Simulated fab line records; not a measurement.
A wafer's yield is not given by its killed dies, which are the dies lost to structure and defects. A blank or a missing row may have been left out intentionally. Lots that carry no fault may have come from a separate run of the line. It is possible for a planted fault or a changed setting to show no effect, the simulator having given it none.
fab line records / flow rit_cmos
[record] lots = 15 wafers = 45 last_day = 7
route steps=202 shown NSD@140 PSD@152
lots untouched by any fault: they come from a run of this same line in which no faults occurred
start_h: the number of hours between the record's first day and the start of the first shown wafer of the lot / wait_h: how many hours have passed since the lot's step before this one / " identical to the entry in the row above / L1.1+2: one row covering several wafers at once / - no value present, or no start provided / * or withheld: withheld / < > ~ a bound
route shown NAME@n: NAME is a module with steps in the file, n the number in the route of the first one / usual: mean/standard deviation taken from wafers without a fault / same: alike in all rows / chamber/n: place in a boat / sites: each site's reading / _std_site: standard deviation across them / _edge_site: outer sites' mean less inner sites' / radius_mm: for every site, how far away it sits from the centre of the wafer / mask NAME#n: copy n / behind: the last tool/chamber to shape the wafer / hold: reason for holding the lot/hours on hold/outcome of the hold / device: the transistor (n, p or np) that didn't switch / end of line: at the end of the route, the tests of the same wafers / a step with no rows: only its recipe / killed: the dies lost at the first sort to structure and to defects; this is not the yield of the wafer / map: the dies of a wafer, with x for killed, . for not killed, _ for no die there
set.NAME: setting as actually run; set.NAME@STEP: the setting as run at that earlier step / model.NAME: the simulator's own value behind a step, which no gauge read
one table for each step of the route and one row for each wafer, over a sample of lots
services: when a tool's chamber went out of use (start_h, in hours from the record's first day, below 0 if earlier), for how many hours, and the reason
[[steps]]
[step RIT_NSD_STRIP_09]
[recipe] chemistry = O2 time_s = 180 resist = NOVOLAK platen_temp_c = withheld power_w = 500 pressure_mtorr = 4000 o2_flow_sccm = 4000
[usual] chamber_pressure_mTorr = 4000/3.5 drypump_motor_current_A = 5.8/0.35
lot.wafer=L282.3 tool=plasma_asher-03 chamber=1 start_h=54.57 wait_h=0.1 chamber_pressure_mTorr=4002 drypump_motor_current_A=5.2 rf_hours_counter_h=-
lot.wafer=L282.5 tool=plasma_asher-03 chamber=1 start_h=54.57 wait_h=0.1 chamber_pressure_mTorr=3994 drypump_motor_current_A=5.2 rf_hours_counter_h=-
lot.wafer=L282.6 tool=plasma_asher-03 chamber=0 start_h=54.57 wait_h=0.1 chamber_pressure_mTorr=4004 drypump_motor_current_A=6.4 rf_hours_counter_h=-
lot.wafer=L283.2 tool=plasma_asher-03 chamber=0 start_h=59.46 wait_h=0.1 chamber_pressure_mTorr=3995 drypump_motor_current_A=6.3 rf_hours_counter_h=25
lot.wafer=L283.4 tool=plasma_asher-03 chamber=0 start_h=59.46 wait_h=0.1 chamber_pressure_mTorr=4003 drypump_motor_current_A=6.4 rf_hours_counter_h=-
lot.wafer=L283.5 tool=plasma_asher-03 chamber=1 start_h=59.46 wait_h=0.1 chamber_pressure_mTorr=3998 drypump_motor_current_A=5.2 rf_hours_counter_h=-
lot.wafer=L285.2 tool=plasma_asher-01 chamber=0 start_h=68.45 wait_h=0.1 chamber_pressure_mTorr=3998 drypump_motor_current_A=5.6 rf_hours_counter_h=43
lot.wafer=L285.3 tool=plasma_asher-01 chamber=1 start_h=68.45 wait_h=0.1 chamber_pressure_mTorr=3999 drypump_motor_current_A=6.0 rf_hours_counter_h=-
lot.wafer=L285.6 tool=plasma_asher-01 chamber=0 start_h=68.45 wait_h=0.1 chamber_pressure_mTorr=4005 drypump_motor_current_A=5.6 rf_hours_counter_h=-
lot.wafer=L286.3 tool=plasma_asher-02 chamber=0 start_h=73.33 wait_h=0.1 chamber_pressure_mTorr=3999 drypump_motor_current_A=5.8 rf_hours_counter_h=-
lot.wafer=L286.4 tool=plasma_asher-02 chamber=1 start_h=73.33 wait_h=0.1 chamber_pressure_mTorr=3999 drypump_motor_current_A=5.8 rf_hours_counter_h=-
lot.wafer=L286.5 tool=plasma_asher-02 chamber=1 start_h=73.33 wait_h=0.1 chamber_pressure_mTorr=4006 drypump_motor_current_A=5.8 rf_hours_counter_h=-
lot.wafer=L287.2 tool=plasma_asher-02 chamber=1 start_h=76.98 wait_h=0.1 chamber_pressure_mTorr=4002 drypump_motor_current_A=5.8 rf_hours_counter_h=43
lot.wafer=L287.3 tool=plasma_asher-02 chamber=0 start_h=76.98 wait_h=0.1 chamber_pressure_mTorr=4001 drypump_motor_current_A=5.8 rf_hours_counter_h=-
lot.wafer=L287.5 tool=plasma_asher-02 chamber=0 start_h=76.98 wait_h=0.1 chamber_pressure_mTorr=3998 drypump_motor_current_A=5.7 rf_hours_counter_h=-
lot.wafer=L288.2 tool=plasma_asher-01 chamber=1 start_h=82.09 wait_h=0.1 chamber_pressure_mTorr=3999 drypump_motor_current_A=6.0 rf_hours_counter_h=44
lot.wafer=L288.3 tool=plasma_asher-01 chamber=0 start_h=82.09 wait_h=0.1 chamber_pressure_mTorr=4008 drypump_motor_current_A=5.6 rf_hours_counter_h=-
lot.wafer=L288.6 tool=plasma_asher-01 chamber=1 start_h=82.09 wait_h=0.1 chamber_pressure_mTorr=3999 drypump_motor_current_A=6.0 rf_hours_counter_h=-
lot.wafer=L290.2 tool=plasma_asher-01 chamber=0 start_h=92.95 wait_h=0.1 chamber_pressure_mTorr=3995 drypump_motor_current_A=5.6 rf_hours_counter_h=45
lot.wafer=L290.3 tool=plasma_asher-01 chamber=1 start_h=92.95 wait_h=0.1 chamber_pressure_mTorr=4004 drypump_motor_current_A=6.0 rf_hours_counter_h=-
lot.wafer=L290.5 tool=plasma_asher-01 chamber=0 start_h=92.95 wait_h=0.1 chamber_pressure_mTorr=4003 drypump_motor_current_A=5.6 rf_hours_counter_h=-
lot.wafer=L291.1 tool=plasma_asher-02 chamber=1 start_h=97.16 wait_h=0.1 chamber_pressure_mTorr=4007 drypump_motor_current_A=5.8 rf_hours_counter_h=45
lot.wafer=L291.4 tool=plasma_asher-02 chamber=0 start_h=97.16 wait_h=0.1 chamber_pressure_mTorr=3999 drypump_motor_current_A=5.8 rf_hours_counter_h=-
lot.wafer=L291.5 tool=plasma_asher-02 chamber=0 start_h=97.16 wait_h=0.1 chamber_pressure_mTorr=4002 drypump_motor_current_A=5.8 rf_hours_counter_h=-
lot.wafer=L293.2 tool=plasma_asher-03 chamber=1 start_h=107.82 wait_h=0.1 chamber_pressure_mTorr=- drypump_motor_current_A=- rf_hours_counter_h=-
lot.wafer=L293.3 tool=plasma_asher-03 chamber=0 start_h=107.82 wait_h=0.1 chamber_pressure_mTorr=- drypump_motor_current_A=- rf_hours_counter_h=-
lot.wafer=L293.6 tool=plasma_asher-03 chamber=0 start_h=107.82 wait_h=0.1 chamber_pressure_mTorr=- drypump_motor_current_A=- rf_hours_counter_h=-
lot.wafer=L294.1 tool=plasma_asher-03 chamber=1 start_h=112.87 wait_h=0.1 chamber_pressure_mTorr=- drypump_motor_current_A=- rf_hours_counter_h=-
lot.wafer=L294.4 tool=plasma_asher-03 chamber=1 start_h=112.87 wait_h=0.1 chamber_pressure_mTorr=- drypump_motor_current_A=- rf_hours_counter_h=-
lot.wafer=L294.6 tool=plasma_asher-03 chamber=1 start_h=112.87 wait_h=0.1 chamber_pressure_mTorr=- drypump_motor_current_A=- rf_hours_counter_h=-
lot.wafer=L295.3 tool=plasma_asher-02 chamber=1 start_h=120.07 wait_h=0.1 chamber_pressure_mTorr=- drypump_motor_current_A=- rf_hours_counter_h=-
lot.wafer=L295.5 tool=plasma_asher-02 chamber=0 start_h=120.07 wait_h=0.1 chamber_pressure_mTorr=- drypump_motor_current_A=- rf_hours_counter_h=-
lot.wafer=L295.6 tool=plasma_asher-02 chamber=1 start_h=120.07 wait_h=0.1 chamber_pressure_mTorr=- drypump_motor_current_A=- rf_hours_counter_h=-
lot.wafer=L296.1 tool=plasma_asher-01 chamber=1 start_h=127.02 wait_h=0.1 chamber_pressure_mTorr=3999 drypump_motor_current_A=6.0 rf_hours_counter_h=1
lot.wafer=L296.3 tool=plasma_asher-01 chamber=1 start_h=127.02 wait_h=0.1 chamber_pressure_mTorr=3999 drypump_motor_current_A=6.0 rf_hours_counter_h=-
lot.wafer=L296.4 tool=plasma_asher-01 chamber=0 start_h=127.02 wait_h=0.1 chamber_pressure_mTorr=3996 drypump_motor_current_A=5.6 rf_hours_counter_h=-
lot.wafer=L301.2 tool=plasma_asher-03 chamber=0 start_h=151.68 wait_h=0.1 chamber_pressure_mTorr=4003 drypump_motor_current_A=6.3 rf_hours_counter_h=36
lot.wafer=L301.4 tool=plasma_asher-03 chamber=0 start_h=151.68 wait_h=0.1 chamber_pressure_mTorr=3996 drypump_motor_current_A=6.3 rf_hours_counter_h=-
lot.wafer=L301.5 tool=plasma_asher-03 chamber=1 start_h=151.68 wait_h=0.1 chamber_pressure_mTorr=4001 drypump_motor_current_A=5.2 rf_hours_counter_h=-
lot.wafer=L303.1 tool=plasma_asher-03 chamber=0 start_h=157.06 wait_h=0.1 chamber_pressure_mTorr=4003 drypump_motor_current_A=6.4 rf_hours_counter_h=36
lot.wafer=L303.2 tool=plasma_asher-03 chamber=1 start_h=157.06 wait_h=0.1 chamber_pressure_mTorr=3992 drypump_motor_current_A=5.2 rf_hours_counter_h=36
lot.wafer=L303.4 tool=plasma_asher-03 chamber=0 start_h=157.06 wait_h=0.1 chamber_pressure_mTorr=3995 drypump_motor_current_A=6.4 rf_hours_counter_h=-
lot.wafer=L304.4 tool=plasma_asher-02 chamber=0 start_h=163.15 wait_h=0.1 chamber_pressure_mTorr=4003 drypump_motor_current_A=5.8 rf_hours_counter_h=-
lot.wafer=L304.5 tool=plasma_asher-02 chamber=1 start_h=163.15 wait_h=0.1 chamber_pressure_mTorr=3999 drypump_motor_current_A=5.8 rf_hours_counter_h=-
lot.wafer=L304.6 tool=plasma_asher-02 chamber=0 start_h=163.15 wait_h=0.1 chamber_pressure_mTorr=4002 drypump_motor_current_A=5.8 rf_hours_counter_h=-
[step RIT_PSD_TW_MEAS_10]
[usual] PSD_TW = 3432/32
lot.wafer=L282.3 tool=film_metro-03 chamber=- start_h=56.37 wait_h=0.1 PSD_TW=3448
lot.wafer=L282.5 tool=film_metro-03 chamber=- start_h=56.37 wait_h=0.1 PSD_TW=3444
lot.wafer=L282.6 tool=film_metro-03 chamber=- start_h=56.37 wait_h=0.1 PSD_TW=3423
lot.wafer=L283.2 tool=film_metro-03 chamber=- start_h=61.22 wait_h=0.1 PSD_TW=3457
lot.wafer=L283.4 tool=film_metro-03 chamber=- start_h=61.22 wait_h=0.1 PSD_TW=3479
lot.wafer=L283.5 tool=film_metro-03 chamber=- start_h=61.22 wait_h=0.1 PSD_TW=3460
lot.wafer=L285.2 tool=film_metro-03 chamber=- start_h=70.19 wait_h=0.1 PSD_TW=3448
lot.wafer=L285.3 tool=film_metro-03 chamber=- start_h=70.19 wait_h=0.1 PSD_TW=3429
lot.wafer=L285.6 tool=film_metro-03 chamber=- start_h=70.19 wait_h=0.1 PSD_TW=3441
lot.wafer=L286.3 tool=film_metro-04 chamber=- start_h=75.20 wait_h=0.1 PSD_TW=3463
lot.wafer=L286.4 tool=film_metro-04 chamber=- start_h=75.20 wait_h=0.1 PSD_TW=3471
lot.wafer=L286.5 tool=film_metro-04 chamber=- start_h=75.20 wait_h=0.1 PSD_TW=3467
lot.wafer=L287.2 tool=film_metro-02 chamber=- start_h=78.71 wait_h=0.1 PSD_TW=3394
lot.wafer=L287.3 tool=film_metro-02 chamber=- start_h=78.71 wait_h=0.1 PSD_TW=3379
lot.wafer=L287.5 tool=film_metro-02 chamber=- start_h=78.71 wait_h=0.1 PSD_TW=3384
lot.wafer=L288.2 tool=film_metro-03 chamber=- start_h=83.82 wait_h=0.1 PSD_TW=3372
lot.wafer=L288.3 tool=film_metro-03 chamber=- start_h=83.82 wait_h=0.1 PSD_TW=3400
lot.wafer=L288.6 tool=film_metro-03 chamber=- start_h=83.82 wait_h=0.1 PSD_TW=3407
lot.wafer=L290.2 tool=film_metro-04 chamber=- start_h=94.55 wait_h=0.1 PSD_TW=3462
lot.wafer=L290.3 tool=film_metro-04 chamber=- start_h=94.55 wait_h=0.1 PSD_TW=3464
lot.wafer=L290.5 tool=film_metro-04 chamber=- start_h=94.55 wait_h=0.1 PSD_TW=3454
lot.wafer=L291.1 tool=film_metro-03 chamber=- start_h=98.76 wait_h=0.1 PSD_TW=3407
lot.wafer=L291.4 tool=film_metro-03 chamber=- start_h=98.76 wait_h=0.1 PSD_TW=3391
lot.wafer=L291.5 tool=film_metro-03 chamber=- start_h=98.76 wait_h=0.1 PSD_TW=3408
lot.wafer=L293.2 tool=film_metro-04 chamber=- start_h=109.42 wait_h=0.1 PSD_TW=30
lot.wafer=L293.3 tool=film_metro-04 chamber=- start_h=109.42 wait_h=0.1 PSD_TW=30
lot.wafer=L293.6 tool=film_metro-04 chamber=- start_h=109.42 wait_h=0.1 PSD_TW=30
lot.wafer=L294.1 tool=film_metro-03 chamber=- start_h=114.77 wait_h=0.1 PSD_TW=30
lot.wafer=L294.4 tool=film_metro-03 chamber=- start_h=114.77 wait_h=0.1 PSD_TW=30
lot.wafer=L294.6 tool=film_metro-03 chamber=- start_h=114.77 wait_h=0.1 PSD_TW=30
lot.wafer=L295.3 tool=film_metro-04 chamber=- start_h=121.70 wait_h=0.1 PSD_TW=30
lot.wafer=L295.5 tool=film_metro-04 chamber=- start_h=121.70 wait_h=0.1 PSD_TW=30
lot.wafer=L295.6 tool=film_metro-04 chamber=- start_h=121.70 wait_h=0.1 PSD_TW=30
lot.wafer=L296.1 tool=film_metro-04 chamber=- start_h=128.74 wait_h=0.1 PSD_TW=3483
lot.wafer=L296.3 tool=film_metro-04 chamber=- start_h=128.74 wait_h=0.1 PSD_TW=3481
lot.wafer=L296.4 tool=film_metro-04 chamber=- start_h=128.74 wait_h=0.1 PSD_TW=3475
lot.wafer=L301.2 tool=film_metro-02 chamber=- start_h=153.29 wait_h=0.1 PSD_TW=3410
lot.wafer=L301.4 tool=film_metro-02 chamber=- start_h=153.29 wait_h=0.1 PSD_TW=3407
lot.wafer=L301.5 tool=film_metro-02 chamber=- start_h=153.29 wait_h=0.1 PSD_TW=3388
lot.wafer=L303.1 tool=film_metro-04 chamber=- start_h=158.78 wait_h=0.1 PSD_TW=3472
lot.wafer=L303.2 tool=film_metro-04 chamber=- start_h=158.78 wait_h=0.1 PSD_TW=3463
lot.wafer=L303.4 tool=film_metro-04 chamber=- start_h=158.78 wait_h=0.1 PSD_TW=3482
lot.wafer=L304.4 tool=film_metro-04 chamber=- start_h=164.72 wait_h=0.1 PSD_TW=3455
lot.wafer=L304.5 tool=film_metro-04 chamber=- start_h=164.72 wait_h=0.1 PSD_TW=3448
lot.wafer=L304.6 tool=film_metro-04 chamber=- start_h=164.72 wait_h=0.1 PSD_TW=3455
[[services]]
tool=plasma_asher-01 chamber=- start_h=34.24 hours=5.5 kind=repair
tool=plasma_asher-01 chamber=- start_h=108.75 hours=9.0 kind=pm
tool=plasma_asher-01 chamber=0 start_h=108.75 hours=9.0 kind=vent_cycle
tool=plasma_asher-01 chamber=1 start_h=108.75 hours=9.0 kind=vent_cycle
tool=plasma_asher-02 chamber=- start_h=109.32 hours=2.8 kind=pm
tool=plasma_asher-01 chamber=0 start_h=117.75 hours=- kind=clean
tool=plasma_asher-01 chamber=1 start_h=117.75 hours=- kind=clean
[[key]]
[first_sign] step = RIT_NSD_STRIP_09 reading = tool_record direction = missing
[effect] step = RIT_PSD_TW_MEAS_10 reading = PSD_TW direction = down sigmas = 99+ usual = 3432 struck = 30
met_at RIT_NSD_STRIP_09
struck_lots L293,L294,L295
later_rows_left_out L293.2,L293.3,L293.6,L294.1,L294.4,L294.6,L295.3,L295.5,L295.6
sort_left_out L293.2,L293.3,L293.6,L294.1,L294.4,L294.6,L295.3,L295.5,L295.6
tester_left_out L293,L294,L295
onset_between 97.16 107.82
[fault] kind = skipped_step_whole tool = plasma_asher-02,plasma_asher-03 chamber = - onset_h = 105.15 steps = RIT_NSD_STRIP_09 scope = struck_lots_only
// tester_left_out: of these lots the tester's yield and bins aren't shown, on N5 and GAA mostly nor the transistor test; their killed dies are dies lost to structure and defects alone, not to doping, threshold or leakage, so they don't give the yield
// sort_left_out: the simulated sort isn't trusted on such a fault, so these wafers' sort isn't shown, and their yield isn't known
// later_rows_left_out: the simulator's readings of these wafers behind a module that went badly wrong aren't trusted and aren't shown, but for the sort
